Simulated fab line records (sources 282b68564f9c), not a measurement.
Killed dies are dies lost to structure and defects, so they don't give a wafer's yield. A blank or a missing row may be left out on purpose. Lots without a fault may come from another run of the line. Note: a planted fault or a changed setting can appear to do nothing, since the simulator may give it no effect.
Which tool was responsible? || flow ritCmos || 36 wafers from 12 lots sampled at 2 of the route's 202 steps

WHAT EACH GAUGE READ, for each wafer
No reading from a measuring or inspecting step in the record can be judged against a usual standard deviation.

WHICH TOOL RAN EACH LOT (tool, then ch and the chambers of the sampled wafers, then the start)
{"lot": "L670", "RIT_GATE_CLEAN_04": "wetBench-01 ch 0, day 2 08:26", "RIT_M1_PROBE_99": "-"}
{"lot": "L671", "RIT_GATE_CLEAN_04": "wetBench-01 ch 0, day 2 12:25", "RIT_M1_PROBE_99": "prober-01, day 3 14:49"}
{"lot": "L672", "RIT_GATE_CLEAN_04": "wetBench-04 ch 2, day 2 19:37", "RIT_M1_PROBE_99": "-"}
{"lot": "L673", "RIT_GATE_CLEAN_04": "wetBench-02 ch 2, day 3 00:52", "RIT_M1_PROBE_99": "prober-01, day 4 01:29"}
{"lot": "L674", "RIT_GATE_CLEAN_04": "wetBench-02 ch 2, day 3 05:16", "RIT_M1_PROBE_99": "-"}
{"lot": "L675", "RIT_GATE_CLEAN_04": "wetBench-01 ch 1, day 3 09:32", "RIT_M1_PROBE_99": "-"}
{"lot": "L677", "RIT_GATE_CLEAN_04": "wetBench-02 ch 1, day 3 19:38", "RIT_M1_PROBE_99": "prober-01, day 4 21:29"}
{"lot": "L680", "RIT_GATE_CLEAN_04": "wetBench-02 ch 2, day 4 09:38", "RIT_M1_PROBE_99": "prober-02, day 5 12:40"}
{"lot": "L686", "RIT_GATE_CLEAN_04": "wetBench-04 ch 1, day 5 17:38", "RIT_M1_PROBE_99": "prober-02, day 6 18:48"}
{"lot": "L689", "RIT_GATE_CLEAN_04": "wetBench-01 ch 1, day 6 08:00", "RIT_M1_PROBE_99": "-"}
{"lot": "L690", "RIT_GATE_CLEAN_04": "wetBench-01 ch 3, day 6 11:45", "RIT_M1_PROBE_99": "-"}
{"lot": "L693", "RIT_GATE_CLEAN_04": "wetBench-04 ch 3, day 7 03:55", "RIT_M1_PROBE_99": "-"}
- RIT_GATE_CLEAN_04: cleans in dHF, time 60 s.
- RIT_M1_PROBE_99

WHAT THE TOOLS THEMSELVES READ (means of the sampled wafers that have a number; where no wafer has one, the mark that the record gives instead)
RIT_GATE_CLEAN_04. Usual: runLengthS 89 s, standard deviation 3.8.
{"lot": "L670", "tool": "wetBench-01", "runLengthS (s)": 87, "flag": ""}
{"lot": "L671", "tool": "wetBench-01", "runLengthS (s)": 88, "flag": ""}
{"lot": "L672", "tool": "wetBench-04", "runLengthS (s)": 92, "flag": ""}
{"lot": "L673", "tool": "wetBench-02", "runLengthS (s)": 84, "flag": ""}
{"lot": "L674", "tool": "wetBench-02", "runLengthS (s)": 85, "flag": ""}
{"lot": "L675", "tool": "wetBench-01", "runLengthS (s)": 84, "flag": ""}
{"lot": "L677", "tool": "wetBench-02", "runLengthS (s)": 86, "flag": ""}
{"lot": "L680", "tool": "wetBench-02", "runLengthS (s)": 146, "flag": "OFF"}
{"lot": "L686", "tool": "wetBench-04", "runLengthS (s)": 84, "flag": ""}
{"lot": "L689", "tool": "wetBench-01", "runLengthS (s)": 93, "flag": ""}
{"lot": "L690", "tool": "wetBench-01", "runLengthS (s)": 94, "flag": ""}
{"lot": "L693", "tool": "wetBench-04", "runLengthS (s)": 94, "flag": ""}

RIT_M1_PROBE_99. Usual: killed_at_M0_to_M3 is 0.0 with standard deviation 0.22, killedAtContacts is 0.0 with standard deviation 0.18, killedAtFrontEnd is 7 with standard deviation 3.1, killedDies is 7 with standard deviation 3.1, killedOnRim is 1.6 with standard deviation 1.3, killedOpen is 3.2 with standard deviation 2.1, and killedShort is 3.4 with standard deviation 2.
{"lot": "L671", "tool": "prober-01", "killed_at_M0_to_M3": 0.0, "killedAtContacts": 0.0, "killedAtFrontEnd": 5, "killedDies": 5, "killedOnRim": 1.0, "killedOpen": 2.7, "killedShort": 2.7, "flag": ""}
{"lot": "L673", "tool": "prober-01", "killed_at_M0_to_M3": 0.0, "killedAtContacts": 0.0, "killedAtFrontEnd": 8, "killedDies": 8, "killedOnRim": 2.0, "killedOpen": 3.3, "killedShort": 4.7, "flag": ""}
{"lot": "L677", "tool": "prober-01", "killed_at_M0_to_M3": 0.3, "killedAtContacts": 0.3, "killedAtFrontEnd": 8, "killedDies": 8, "killedOnRim": 1.0, "killedOpen": 5.0, "killedShort": 3.3, "flag": ""}
{"lot": "L680", "tool": "prober-02", "killed_at_M0_to_M3": 0.0, "killedAtContacts": 0.0, "killedAtFrontEnd": 9, "killedDies": 9, "killedOnRim": 3.3, "killedOpen": 5.0, "killedShort": 4.3, "flag": ""}
{"lot": "L686", "tool": "prober-02", "killed_at_M0_to_M3": 0.0, "killedAtContacts": 0.0, "killedAtFrontEnd": 5, "killedDies": 5, "killedOnRim": 0.3, "killedOpen": 2.3, "killedShort": 2.7, "flag": ""}

THE ANSWER, worked out from the rows above alone
Rule: take the mean of a lot's wafers that have a number; if it is more than 3 standard deviations from the usual mean, the lot is off. A lot without any number at a reading at which 4 lots or more have one is off too. The other lots that the step has rows for count as sound. After the gauges, taken in route order, come the tools' own readings; for these a lot's mean is taken, as printed above. The first step at which some lot is off is used, and at that step the reading that is off furthest; a lot without a number counts as furthest.
Off at RIT_GATE_CLEAN_04 (runLengthS): L680.
A tool fits if, at that step or a process step before it, it ran every lot that is off, and no sound lot after the first of them. One candidate fits, namely wetBench-02 at RIT_GATE_CLEAN_04. Its last sound lot is L677 (day 3 19:38), its first lot that is off L680 (day 4 09:38): a fault that began between those two fits.
The tool's own readings at RIT_GATE_CLEAN_04 bear it out: on the lots that are off they differ by more than 5 times the standard deviation of the sound lots' means. runLengthS reads 146 s there against 88 s on the sound lots.

WHAT WAS PUT IN BY THE SIMULATOR
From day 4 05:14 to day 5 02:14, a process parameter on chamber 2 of wetBench-02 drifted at RIT_GATE_CLEAN_04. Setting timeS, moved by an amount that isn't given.
Struck lots among those shown: L680. This agrees with what the rule above found.
